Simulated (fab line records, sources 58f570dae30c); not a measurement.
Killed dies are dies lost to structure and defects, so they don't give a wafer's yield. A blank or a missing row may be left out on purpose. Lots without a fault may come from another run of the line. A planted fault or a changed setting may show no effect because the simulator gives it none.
A struck lot beside a sound one | flow berkeley_cmos170 | 14 steps out of a route of 331
Sound: wafers L484.2, L484.3, L484.5. Struck: wafers L488.3, L488.4, L488.5. The cause comes at the end.
At each step with rows: each side's tool, then ch and its chambers, then its first start. Under that, the readings that differ: sound wafers | struck wafers | difference of the means | sigmas: that difference in standard deviations of wafers without a fault.
alike: readings whose means differ by less than 2 such deviations, and words and numbers that are the same on both sides. not compared: withheld readings, readings that some wafer has no value for, bounds like >300 that may hide the same value, and numbers for which the record gives no deviation and whose values overlap.
The two part at a step that has a row with sigmas, a row that says differs or no value, or rows on one side only. Numbers that don't overlap but have no deviation are shown without sigmas and don't part them. A reading that every wafer of one side lacks parts them only if that side has two wafers or more.

UCB170_ZERO_STRIP_07: strips in O2.
  sound on plasma_asher-04 ch 0,1, day 3 18:51; struck on plasma_asher-04 ch 0,1, day 4 22:04
  alike: drypump_motor_current_A, oes_product_au, strip_time_to_endpoint_s
  not compared: rf_hours_counter_h
then, 2 steps without rows for these wafers: UCB170_NWELL_WET_ETCH_00 (etches SiO2 in dHF, time 200 s); UCB170_NWELL_OXIDATION_01 (target thk 26.4 nm, ox time 1260 s).
UCB170_NWELL_THK_MEAS_02:
  sound on film_metro-02, day 3 23:38; struck on film_metro-03, day 5 03:47
  alike: NWELL_OXIDE_THK
then, 2 steps without rows for these wafers: UCB170_NWELL_ANNEAL_03 (time 900 s); UCB170_NWELL_CVD_04 (deposits Si3N4 from SiH2Cl2/NH3, target thk 224 nm, time 3360 s).
UCB170_NWELL_THK_MEAS_05:
  sound on film_metro-01, day 4 06:38; struck on film_metro-02, day 5 09:58
  alike: NWELL_NITRIDE_THK
then, 5 steps without rows for these wafers: UCB170_NWELL_HMDS_06 (prime time 60 s); UCB170_NWELL_COAT_07 (resist thk 900 nm); UCB170_NWELL_SOFTBAKE_08 (time 60 s); UCB170_NWELL_EXPOSE_09 (exposes mask NWELL, target cd 3000 nm); UCB170_NWELL_PEB_10.
UCB170_NWELL_DEVELOP_11: develop time 45 s.
  sound on litho_track-03 ch 0, day 4 07:00; struck on litho_track-02, day 5 11:00
  no value came back on the struck wafers for chill_plate_temp_C (C), develop_time_s (s), resist_line_temp_C (C); on the sound wafers chill_plate_temp_C (C) reads 22.90 22.85 22.96
  reading                                | sound             | struck          | difference | sigmas
  model.KrF_of_NWELL_COAT_07.thk_nm (nm) | 883.8 886.4 885.2 | 900.2 900.5 902 | +15.8      |
UCB170_NWELL_OVL_MEAS_12:
  sound on overlay-01, day 4 07:40; struck on overlay-02, day 5 11:11
  reading        | sound | struck | difference                    | sigmas
  NWELL_OVL (nm) | 3 3 3 | - - -  | no value on the struck wafers |

WHERE THEY PART
First at UCB170_NWELL_DEVELOP_11; last, within this record, at UCB170_NWELL_OVL_MEAS_12.

WHY: what the simulator had put in
Skipped step whole: litho_track-02, from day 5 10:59 on, at UCB170_NWELL_DEVELOP_11. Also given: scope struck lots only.
